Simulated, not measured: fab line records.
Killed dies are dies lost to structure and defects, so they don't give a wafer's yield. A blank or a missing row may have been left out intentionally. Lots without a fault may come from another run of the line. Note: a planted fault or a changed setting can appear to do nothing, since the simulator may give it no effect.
fab line records	flow berkeley_cmos170	part 1 of 2: steps 1 to 27 of 39
[record] lots = 5	wafers = 15	last_day = 13
route steps=331 shown PWELL@35 WELLDRIVE@55 ACTIVE@60
lots untouched by any fault: they come from a run of this same line in which no faults occurred
start_h: hours from the record's opening day to when the first of the lot's shown wafers began	wait_h: hours elapsed since this lot's preceding step	" as in the row above	L1.1+2: a row that stands for several wafers	- no value, or no start was given	* or withheld: withheld	< > ~ a bound
route shown NAME@n: names a module that has steps shown in the file, with the first one's number in the route	usual: mean/standard deviation of fault-free wafers	same: alike in all rows	chamber/n: place in a boat	sites: the reading at each site	_std_site: the values' standard deviation	_edge_site: outer sites' mean less inner sites'	radius_mm: for every site, how far away it sits from the centre of the wafer	mask NAME#n: copy n	behind: the tool/chamber that last shaped the wafer	hold: cause of the lot's hold/its duration in hours/its outcome	device: transistor that didn't switch, given as n, p or np	end of line: the same wafers' tests at the end of the route	for a step that has no rows: nothing shown but its recipe	killed: at the first sort, the dies lost to defects and structure; wafer yield is something else	map: dies across one wafer; x = killed, . = not, _ = none there
set.NAME: the setting that was run; set.NAME@STEP: the one run at that earlier step	model.NAME: the simulator's own value behind a step, which no gauge read
lots seen at some steps along the route; tables by step, rows by wafer
services: when a tool's chamber went out of use (start_h, in hours from the record's first day, below 0 if earlier), for how many hours, and the reason
[[steps]]
[step UCB170_PWELL_CLEAN_01]
[recipe] chemistry = dHF	dilution = 25:1	time_s = 60
lot.wafer	tool	chamber	start_h	wait_h
L078.1+3+4	wet_bench-04	3	64.91	0.0
L085.3+4+5	wet_bench-03	0	97.90	0.0
L086.2+5+6	wet_bench-04	0	106.92	0.0
L087.3+4+6	wet_bench-01	2	107.20	0.0
L095.1+5+6	wet_bench-01	0	154.91	0.0
[step UCB170_PWELL_OXIDATION_02]
[recipe] temp_c = 1000	ambient = O2	target_thk_a = 264	ox_time_s = 1260
[usual] spike_tc_centre_C = 1002.9/1.2
[same] ox_time_s = 1260
lot.wafer	tool	chamber	start_h	wait_h	spike_tc_centre_C
L078.1	furnace-04	0	67.59	2.7	1003.8
L078.3	"	0	"	"	1001.7
L078.4	"	0	"	"	1003.3
L085.3	furnace-02	0	102.90	5.0	1001.2
L085.4	"	0	"	"	1002.3
L085.5	"	0	"	"	1002.5
L086.2	furnace-02	0	111.17	4.2	1000.8
L086.5	"	0	"	"	1001.7
L086.6	"	0	"	"	1002.6
L087.3	furnace-02	0	111.17	3.9	1001.6
L087.4	"	0	"	"	1002.3
L087.6	"	0	"	"	1003.0
L095.1	furnace-04	0	159.66	4.7	1002.7
L095.5	"	0	"	"	1004.7
L095.6	"	0	"	"	1004.6
[step UCB170_PWELL_THK_MEAS_03]
[recipe] reads = SiO2_of_PWELL_OXIDATION_02
[usual] PWELL_OXIDE_THK = 26.7/0.54
lot.wafer	tool	chamber	start_h	wait_h	PWELL_OXIDE_THK[nm]
L078.1	film_metro-03	-	68.94	0.0	26.3
L078.3	"	-	"	"	26.2
L078.4	"	-	"	"	26.6
L085.3	film_metro-03	-	104.31	0.1	27.2
L085.4	"	-	"	"	26.8
L085.5	"	-	"	"	26.7
L086.2	film_metro-03	-	112.53	0.0	27.1
L086.5	"	-	"	"	26.7
L086.6	"	-	"	"	27.3
L087.3	film_metro-02	-	112.54	0.0	27.6
L087.4	"	-	"	"	27.1
L087.6	"	-	"	"	27.0
L095.1	film_metro-03	-	161.01	0.0	25.9
L095.5	"	-	"	"	26.0
L095.6	"	-	"	"	25.9
[step UCB170_PWELL_ANNEAL_04]
[recipe] temp_c = 1000	time_s = 900	ambient = N2
[usual] spike_tc_centre_C = 1002.9/1.2
lot.wafer	tool	chamber	start_h	wait_h	spike_tc_centre_C
L078.1	furnace-01	0	75.58	6.6	1002.8
L078.3	"	0	"	"	1002.2
L078.4	"	0	"	"	1001.3
L085.3	furnace-02	0	108.67	4.4	1002.3
L085.4	"	0	"	"	1003.9
L085.5	"	0	"	"	1002.9
L086.2	furnace-01	0	116.62	4.1	1002.7
L086.5	"	0	"	"	1001.4
L086.6	"	0	"	"	1002.7
L087.3	furnace-01	0	116.62	4.1	1003.2
L087.4	"	0	"	"	1001.8
L087.6	"	0	"	"	1000.3
L095.1	furnace-01	0	164.03	3.0	1001.1
L095.5	"	0	"	"	1002.2
L095.6	"	0	"	"	1001.8
[step UCB170_PWELL_CVD_05]
[recipe] material = Si3N4	target_thk_nm = 220	temp_c = 800	precursor = SiH2Cl2/NH3	time_s = 3300	pressure_mtorr = 200	sih2cl2_flow_sccm = 25	nh3_flow_sccm = 75
[usual] spike_tc_centre_C = 802.1/1.4
lot.wafer	tool	chamber	start_h	wait_h	spike_tc_centre_C
L078.1	lpcvd-01	1	76.83	0.0	803.1
L078.3	"	1	"	"	802.3
L078.4	"	1	"	"	801.7
L085.3	lpcvd-02	0	109.92	0.0	802.4
L085.4	"	0	"	"	800.1
L085.5	"	0	"	"	799.3
L086.2	lpcvd-01	0	117.87	0.0	800.3
L086.5	"	0	"	"	801.3
L086.6	"	0	"	"	800.5
L087.3	lpcvd-01	1	117.87	0.0	802.7
L087.4	"	1	"	"	802.6
L087.6	"	1	"	"	801.5
L095.1	lpcvd-02	1	165.28	0.0	802.0
L095.5	"	1	"	"	799.5
L095.6	"	1	"	"	802.1
[step UCB170_PWELL_THK_MEAS_06]
[recipe] reads = Si3N4_of_PWELL_CVD_05
[usual] PWELL_NITRIDE_THK = 220.7/1.6
lot.wafer	tool	chamber	start_h	wait_h	PWELL_NITRIDE_THK[nm]
L078.1	film_metro-04	-	78.75	0.0	222.5
L078.3	"	-	"	"	221.6
L078.4	"	-	"	"	221.9
L085.3	film_metro-02	-	111.85	0.0	220.9
L085.4	"	-	"	"	223.1
L085.5	"	-	"	"	221.2
L086.2	film_metro-04	-	119.79	0.0	218.5
L086.5	"	-	"	"	218.9
L086.6	"	-	"	"	217.1
L087.3	film_metro-02	-	119.80	0.0	221.2
L087.4	"	-	"	"	222.0
L087.6	"	-	"	"	221.6
L095.1	film_metro-02	-	167.20	0.0	221.1
L095.5	"	-	"	"	220.9
L095.6	"	-	"	"	219.8
[step UCB170_PWELL_HMDS_07]
[recipe] prime_time_s = 60	prime_temp_c = 100
lot.wafer	tool	chamber	start_h	wait_h
L078.1+3+4	litho_track-03	0	78.81	0.1
L085.3+4+5	litho_track-01	0	112.40	0.5
L086.2+5+6	litho_track-03	0	120.03	0.2
L087.3+4+6	litho_track-01	0	120.22	0.4
L095.1+5+6	litho_track-03	0	167.60	0.4
[step UCB170_PWELL_COAT_08]
[recipe] resist = KrF	spin_rpm = 1500	resist_thk_nm = 900
[usual] dispense_pressure_kPa = 47.8/2.4
lot.wafer	tool	chamber	start_h	wait_h	dispense_pressure_kPa
L078.1	litho_track-03	0	78.96	0.1	44.6
L078.3	"	0	"	"	44.6
L078.4	"	0	"	"	44.7
L085.3	litho_track-01	0	112.55	0.1	49.9
L085.4	"	0	"	"	49.9
L085.5	"	0	"	"	49.9
L086.2	litho_track-03	0	120.18	0.1	44.7
L086.5	"	0	"	"	44.7
L086.6	"	0	"	"	44.7
L087.3	litho_track-01	0	120.37	0.1	49.9
L087.4	"	0	"	"	49.9
L087.6	"	0	"	"	49.9
L095.1	litho_track-03	0	167.75	0.1	44.6
L095.5	"	0	"	"	44.7
L095.6	"	0	"	"	44.7
[step UCB170_PWELL_SOFTBAKE_09]
[recipe] resist = KrF	temp_c = 130	time_s = 60
lot.wafer	tool	chamber	start_h	wait_h
L078.1+3+4	litho_track-03	0	79.11	0.1
L085.3+4+5	litho_track-01	0	112.70	0.1
L086.2+5+6	litho_track-03	0	120.33	0.1
L087.3+4+6	litho_track-01	0	120.52	0.1
L095.1+5+6	litho_track-03	0	167.90	0.1
[step UCB170_PWELL_EXPOSE_10]
[recipe] mask_id = PWELL	target_cd_nm = 3000	na = 0.5	sigma_outer = 0.6	source_shape = conventional	dose_mj = 19
[usual] stage_vel_mm_s = 500.00/0.23
lot.wafer	tool	chamber	start_h	wait_h	mask	stage_vel_mm_s
L078.1	krf_scanner-02	0	79.63	0.5	PWELL#0	500.30
L078.3	"	0	"	"	PWELL#0	499.94
L078.4	"	0	"	"	PWELL#0	499.71
L085.3	krf_scanner-01	0	112.84	0.1	PWELL#0	499.96
L085.4	"	0	"	"	PWELL#0	500.21
L085.5	"	0	"	"	PWELL#0	500.52
L086.2	krf_scanner-01	0	120.47	0.1	PWELL#0	500.02
L086.5	"	0	"	"	PWELL#0	499.97
L086.6	"	0	"	"	PWELL#0	499.98
L087.3	krf_scanner-02	0	120.78	0.2	PWELL#0	500.11
L087.4	"	0	"	"	PWELL#0	500.42
L087.6	"	0	"	"	PWELL#0	500.21
L095.1	krf_scanner-02	0	168.29	0.4	PWELL#0	499.52
L095.5	"	0	"	"	PWELL#0	500.11
L095.6	"	0	"	"	PWELL#0	499.78
[step UCB170_PWELL_PEB_11]
[recipe] peb_temp_c = 130	peb_time_s = withheld	resist = KrF
lot.wafer	tool	chamber	start_h	wait_h
L078.1+3+4	litho_track-01	0	79.86	0.2
L085.3+4+5	litho_track-03	0	113.22	0.4
L086.2+5+6	litho_track-03	0	120.93	0.4
L087.3+4+6	litho_track-04	0	121.17	0.4
L095.1+5+6	litho_track-03	0	168.60	0.3
[step UCB170_PWELL_DEVELOP_12]
[recipe] developer = TMAH	develop_time_s = 45	resist = KrF	dev_temp_c = 21
[same] develop_time_s = 45
lot.wafer	tool	chamber	start_h	wait_h
L078.1+3+4	litho_track-01	0	-	-
L085.3+4+5	litho_track-03	0	-	-
L086.2+5+6	litho_track-03	0	-	-
L087.3+4+6	litho_track-04	0	-	-
L095.1+5+6	litho_track-03	0	-	-
[step UCB170_PWELL_OVL_MEAS_13]
[usual] PWELL_OVL = -3/6.1
lot.wafer	tool	chamber	start_h	wait_h	PWELL_OVL[nm]
L078.1	overlay-01	-	80.13	-	-6
L078.3	"	-	"	"	-5
L078.4	"	-	"	"	5
L085.3	overlay-02	-	113.46	-	-6
L085.4	"	-	"	"	-6
L085.5	"	-	"	"	-6
L086.2	overlay-01	-	121.18	-	-7
L086.5	"	-	"	"	-3
L086.6	"	-	"	"	-8
L087.3	overlay-01	-	121.41	-	-12
L087.4	"	-	"	"	-6
L087.6	"	-	"	"	-11
L095.1	overlay-01	-	168.88	-	7
L095.5	"	-	"	"	0
L095.6	"	-	"	"	-2
[step UCB170_PWELL_ETCH_14]
[recipe] chemistry = CH3F/Ar/O2	target = Si3N4	stop_on = SiO2	CH3F_flow_sccm = 20	Ar_flow_sccm = 50	O2_flow_sccm = 7	pressure_mtorr = 50	rf_w = 450	target_depth_a = 2420	over_etch_frac = 0.1	time_s = 151
[usual] drypump_motor_current_A = 5.8/0.4	oes_product_au = 0.935/0.015	throttle_valve_pct = 8.05/0.13
lot.wafer	tool	chamber	start_h	wait_h	drypump_motor_current_A	oes_product_au	rf_hours_counter_h	throttle_valve_pct
L078.1	rie_diel-01	0	80.17	0.0	5.3	0.950	154	8.02
L078.3	"	3	"	"	5.6	0.921	127	8.17
L078.4	"	2	"	"	5.5	0.923	46	7.80
L085.3	rie_diel-01	3	113.48	0.0	5.7	0.915	129	8.15
L085.4	"	0	"	"	5.3	0.952	155	8.03
L085.5	"	3	"	"	5.7	0.916	-	8.18
L086.2	rie_diel-02	2	121.21	0.0	6.3	0.919	43	8.08
L086.5	"	1	"	"	6.0	0.915	-	8.15
L086.6	"	2	"	"	6.2	0.926	-	8.05
L087.3	rie_diel-01	3	121.43	0.0	5.6	0.925	129	8.16
L087.4	"	0	"	"	5.2	0.948	156	8.02
L087.6	"	0	"	"	5.2	0.947	-	8.05
L095.1	rie_diel-01	3	168.91	0.0	5.7	0.914	131	8.16
L095.5	"	0	"	"	5.2	0.939	-	8.03
L095.6	"	1	"	"	5.8	0.929	-	8.25
[step UCB170_PWELL_IMPLANT_15]
[recipe] species = B	dose_cm2 = 5e+12	energy_kev = 60	tilt_deg = 7
[usual] dose_ions_cm2 = 4.999e+12/5.6e+09	faraday_current_uA = 15.9/0.3
lot.wafer	tool	chamber	start_h	wait_h	dose_ions_cm2	faraday_current_uA
L078.1	implanter-04	0	80.27	0.1	4.997e+12	15.6
L078.3	"	0	"	"	4.989e+12	15.3
L078.4	"	0	"	"	4.999e+12	16.0
L085.3	implanter-02	0	113.63	0.1	4.996e+12	15.8
L085.4	"	0	"	"	5e+12	15.7
L085.5	"	0	"	"	5.003e+12	16.0
L086.2	implanter-02	0	121.34	0.1	4.992e+12	16.0
L086.5	"	0	"	"	5e+12	15.3
L086.6	"	0	"	"	5.008e+12	16.2
L087.3	implanter-04	0	121.58	0.1	4.999e+12	16.2
L087.4	"	0	"	"	4.987e+12	15.9
L087.6	"	0	"	"	5.005e+12	16.3
L095.1	implanter-02	0	169.01	0.1	5.001e+12	15.6
L095.5	"	0	"	"	5.006e+12	16.0
L095.6	"	0	"	"	5.005e+12	16.4
[step UCB170_PWELL_STRIP_16]
[recipe] chemistry = O2	power_w = 400	pressure_mtorr = 3500	platen_temp_c = withheld	o2_flow_sccm = 400	overash_fraction = 0.5
[usual] drypump_motor_current_A = 5.7/0.48	oes_product_au = 0.720/0.0045	strip_time_to_endpoint_s = 18.08/0.085
lot.wafer	tool	chamber	start_h	wait_h	drypump_motor_current_A	oes_product_au	rf_hours_counter_h	strip_time_to_endpoint_s
L078.1	plasma_asher-01	1	80.42	0.1	6.0	0.728	33	18.14
L078.3	"	1	"	"	6.0	0.718	-	18.21
L078.4	"	0	"	"	6.1	0.714	-	18.27
L085.3	plasma_asher-01	1	113.76	0.1	6.0	0.724	-	18.00
L085.4	"	0	"	"	6.1	0.709	-	18.00
L085.5	"	0	"	"	6.1	0.719	-	17.92
L086.2	plasma_asher-01	1	121.46	0.1	6.0	0.721	38	17.98
L086.5	"	1	"	"	6.0	0.720	-	18.19
L086.6	"	0	"	"	6.1	0.717	-	17.97
L087.3	plasma_asher-01	1	121.71	0.1	6.0	0.724	-	18.06
L087.4	"	0	"	"	6.1	0.717	-	18.05
L087.6	"	1	"	"	6.0	0.729	-	18.04
L095.1	plasma_asher-03	1	169.16	0.1	4.9	0.720	43	18.07
L095.5	"	1	"	"	4.9	0.714	-	18.10
L095.6	"	0	"	"	6.1	0.720	-	18.15
[step UCB170_PWELL_TW_MEAS_17]
[usual] PWELL_TW = 379.5/2.6
lot.wafer	tool	chamber	start_h	wait_h	PWELL_TW
L078.1	film_metro-03	-	80.52	0.1	378.6
L078.3	"	-	"	"	381.7
L078.4	"	-	"	"	380.6
L085.3	film_metro-03	-	113.85	0.1	380.7
L085.4	"	-	"	"	380.3
L085.5	"	-	"	"	379.0
L086.2	film_metro-03	-	121.57	0.1	383.0
L086.5	"	-	"	"	382.7
L086.6	"	-	"	"	383.7
L087.3	film_metro-03	-	121.82	0.1	383.1
L087.4	"	-	"	"	382.2
L087.6	"	-	"	"	380.8
L095.1	film_metro-04	-	169.26	0.1	378.5
L095.5	"	-	"	"	379.6
L095.6	"	-	"	"	377.9
[step UCB170_PWELL_CLEAN_18]
[recipe] chemistry = SPM	temp_c = 120	time_s = 600
[usual] temp_c = 119.97/0.13
lot.wafer	tool	chamber	start_h	wait_h	temp_c
L078.1	wet_bench-01	0	80.58	0.1	120.08
L078.3	"	0	"	"	120.11
L078.4	"	0	"	"	120.14
L085.3	wet_bench-01	0	113.89	0.0	120.02
L085.4	"	0	"	"	120.07
L085.5	"	0	"	"	119.80
L086.2	wet_bench-03	1	121.66	0.1	119.90
L086.5	"	1	"	"	119.96
L086.6	"	1	"	"	120.00
L087.3	wet_bench-01	0	122.88	1.1	120.05
L087.4	"	0	"	"	120.00
L087.6	"	0	"	"	120.12
L095.1	wet_bench-01	3	169.38	0.1	119.78
L095.5	"	3	"	"	120.14
L095.6	"	3	"	"	120.09
[step UCB170_PWELL_WET_ETCH_19]
[recipe] chemistry = H3PO4	target = Si3N4	temp_c = 160	time_s = 14400
[usual] temp_c = 160.01/0.15
lot.wafer	tool	chamber	start_h	wait_h	temp_c
L078.1	wet_bench-01	2	80.75	0.0	160.11
L078.3	"	2	"	"	159.74
L078.4	"	2	"	"	160.06
L085.3	wet_bench-01	2	114.07	0.0	159.78
L085.4	"	2	"	"	159.89
L085.5	"	2	"	"	160.00
L086.2	wet_bench-03	2	122.01	0.2	160.26
L086.5	"	2	"	"	160.08
L086.6	"	2	"	"	160.03
L087.3	wet_bench-01	2	123.38	0.3	160.23
L087.4	"	2	"	"	160.14
L087.6	"	2	"	"	160.07
L095.1	wet_bench-01	1	169.57	0.0	160.14
L095.5	"	1	"	"	160.20
L095.6	"	1	"	"	160.02
[step UCB170_PWELL_WET_ETCH_20]
[recipe] chemistry = BOE	dilution = 5:1	target = SiO2	temp_c = 25	time_s = 22
[usual] temp_c = 25.00/0.1
lot.wafer	tool	chamber	start_h	wait_h	temp_c
L078.1	wet_bench-04	1	84.79	0.0	25.06
L078.3	"	1	"	"	25.00
L078.4	"	1	"	"	24.99
L085.3	wet_bench-01	1	118.51	0.4	24.93
L085.4	"	1	"	"	25.05
L085.5	"	1	"	"	24.91
L086.2	wet_bench-04	1	126.02	0.0	24.89
L086.5	"	1	"	"	24.96
L086.6	"	1	"	"	24.89
L087.3	wet_bench-01	0	127.75	0.0	25.07
L087.4	"	0	"	"	25.00
L087.6	"	0	"	"	25.12
L095.1	wet_bench-03	0	173.94	0.0	24.85
L095.5	"	0	"	"	24.79
L095.6	"	0	"	"	24.85
[step UCB170_WELLDRIVE_CLEAN_00]
[recipe] chemistry = SPM	temp_c = 120	time_s = 600
[usual] temp_c = 119.99/0.15
lot.wafer	tool	chamber	start_h	wait_h	temp_c
L078.1	wet_bench-04	3	84.83	0.0	120.06
L078.3	"	3	"	"	120.17
L078.4	"	3	"	"	119.99
L085.3	wet_bench-01	2	118.52	0.0	119.78
L085.4	"	2	"	"	120.05
L085.5	"	2	"	"	119.87
L086.2	wet_bench-03	0	126.03	0.0	120.03
L086.5	"	0	"	"	120.19
L086.6	"	0	"	"	119.87
L087.3	wet_bench-01	3	127.76	0.0	120.10
L087.4	"	3	"	"	120.02
L087.6	"	3	"	"	119.79
L095.1	wet_bench-01	0	173.95	0.0	119.70
L095.5	"	0	"	"	120.02
L095.6	"	0	"	"	119.86
[step UCB170_WELLDRIVE_OXIDATION_01]
[recipe] temp_c = 1100	ambient = O2	target_thk_a = 1990	ox_time_s = 9000
[usual] spike_tc_centre_C = 1102.9/1.1
[same] ox_time_s = 9000
lot.wafer	tool	chamber	start_h	wait_h	spike_tc_centre_C
L078.1	furnace-02	0	89.70	4.7	1104.2
L078.3	"	0	"	"	1102.9
L078.4	"	0	"	"	1103.5
L085.3	furnace-04	0	121.98	3.3	1104.7
L085.4	"	0	"	"	1103.3
L085.5	"	0	"	"	1102.2
L086.2	furnace-02	0	131.38	5.2	1102.5
L086.5	"	0	"	"	1102.2
L086.6	"	0	"	"	1102.5
L087.3	furnace-02	0	131.38	3.4	1102.3
L087.4	"	0	"	"	1101.3
L087.6	"	0	"	"	1102.3
L095.1	furnace-02	0	179.90	5.8	1102.4
L095.5	"	0	"	"	1102.0
L095.6	"	0	"	"	1103.0
[step UCB170_WELLDRIVE_THK_MEAS_02]
[recipe] reads = SiO2_of_WELLDRIVE_OXIDATION_01
[usual] WELLDRIVE_OXIDE_THK = 201/3.3
lot.wafer	tool	chamber	start_h	wait_h	WELLDRIVE_OXIDE_THK[nm]
L078.1	film_metro-03	-	93.20	0.0	199
L078.3	"	-	"	"	201
L078.4	"	-	"	"	202
L085.3	film_metro-03	-	125.50	0.0	204
L085.4	"	-	"	"	206
L085.5	"	-	"	"	203
L086.2	film_metro-01	-	134.89	0.0	195
L086.5	"	-	"	"	200
L086.6	"	-	"	"	201
L087.3	film_metro-03	-	134.91	0.0	202
L087.4	"	-	"	"	202
L087.6	"	-	"	"	200
L095.1	film_metro-04	-	183.40	0.0	204
L095.5	"	-	"	"	206
L095.6	"	-	"	"	205
[step UCB170_WELLDRIVE_ANNEAL_03]
[recipe] temp_c = 1100	time_s = 900	ambient = N2
[usual] spike_tc_centre_C = 1102.7/1.1
lot.wafer	tool	chamber	start_h	wait_h	spike_tc_centre_C
L078.1	furnace-01	0	93.42	0.2	1101.1
L078.3	"	0	"	"	1104.1
L078.4	"	0	"	"	1102.1
L085.3	furnace-02	0	130.13	4.6	1104.9
L085.4	"	0	"	"	1102.6
L085.5	"	0	"	"	1101.1
L086.2	furnace-04	0	145.15	10.2	1104.6
L086.5	"	0	"	"	1103.4
L086.6	"	0	"	"	1102.2
L087.3	furnace-04	0	145.15	10.2	1100.9
L087.4	"	0	"	"	1103.6
L087.6	"	0	"	"	1103.5
L095.1	furnace-01	0	188.51	5.1	1102.6
L095.5	"	0	"	"	1103.1
L095.6	"	0	"	"	1102.2
[step UCB170_WELLDRIVE_WET_ETCH_04]
[recipe] chemistry = BOE	dilution = 5:1	target = SiO2	temp_c = 25	time_s = 120
[usual] temp_c = 25.03/0.11
lot.wafer	tool	chamber	start_h	wait_h	temp_c
L078.1	wet_bench-04	1	96.75	2.1	25.01
L078.3	"	1	"	"	25.00
L078.4	"	1	"	"	25.13
L085.3	wet_bench-03	2	131.38	0.0	25.11
L085.4	"	2	"	"	25.14
L085.5	"	2	"	"	25.09
L086.2	wet_bench-03	3	146.40	0.0	25.13
L086.5	"	3	"	"	25.03
L086.6	"	3	"	"	25.05
L087.3	wet_bench-03	0	146.40	0.0	25.17
L087.4	"	0	"	"	24.92
L087.6	"	0	"	"	24.93
L095.1	wet_bench-03	0	189.76	0.0	24.85
L095.5	"	0	"	"	24.98
L095.6	"	0	"	"	25.10
[step UCB170_ACTIVE_CLEAN_00]
[recipe] chemistry = SPM	temp_c = 120	time_s = 600
[usual] temp_c = 120.01/0.14
lot.wafer	tool	chamber	start_h	wait_h	temp_c
L078.1	wet_bench-03	0	97.55	0.8	119.97
L078.3	"	0	"	"	120.14
L078.4	"	0	"	"	120.24
L085.3	wet_bench-03	2	131.43	0.0	119.92
L085.4	"	2	"	"	119.96
L085.5	"	2	"	"	119.94
L086.2	wet_bench-03	1	146.61	0.2	119.93
L086.5	"	1	"	"	119.98
L086.6	"	1	"	"	120.11
L087.3	wet_bench-03	1	146.61	0.2	120.06
L087.4	"	1	"	"	120.19
L087.6	"	1	"	"	120.00
L095.1	wet_bench-03	1	189.81	0.0	120.20
L095.5	"	1	"	"	120.26
L095.6	"	1	"	"	120.15
[step UCB170_ACTIVE_CLEAN_01]
[recipe] chemistry = dHF	dilution = 25:1	time_s = 60
lot.wafer	tool	chamber	start_h	wait_h
L078.1+3+4	wet_bench-01	1	97.90	0.2
L085.3+4+5	wet_bench-03	0	131.60	0.0
L086.2+5+6	wet_bench-03	1	146.79	0.0
L087.3+4+6	wet_bench-03	2	146.79	0.0
L095.1+5+6	wet_bench-03	2	190.00	0.0
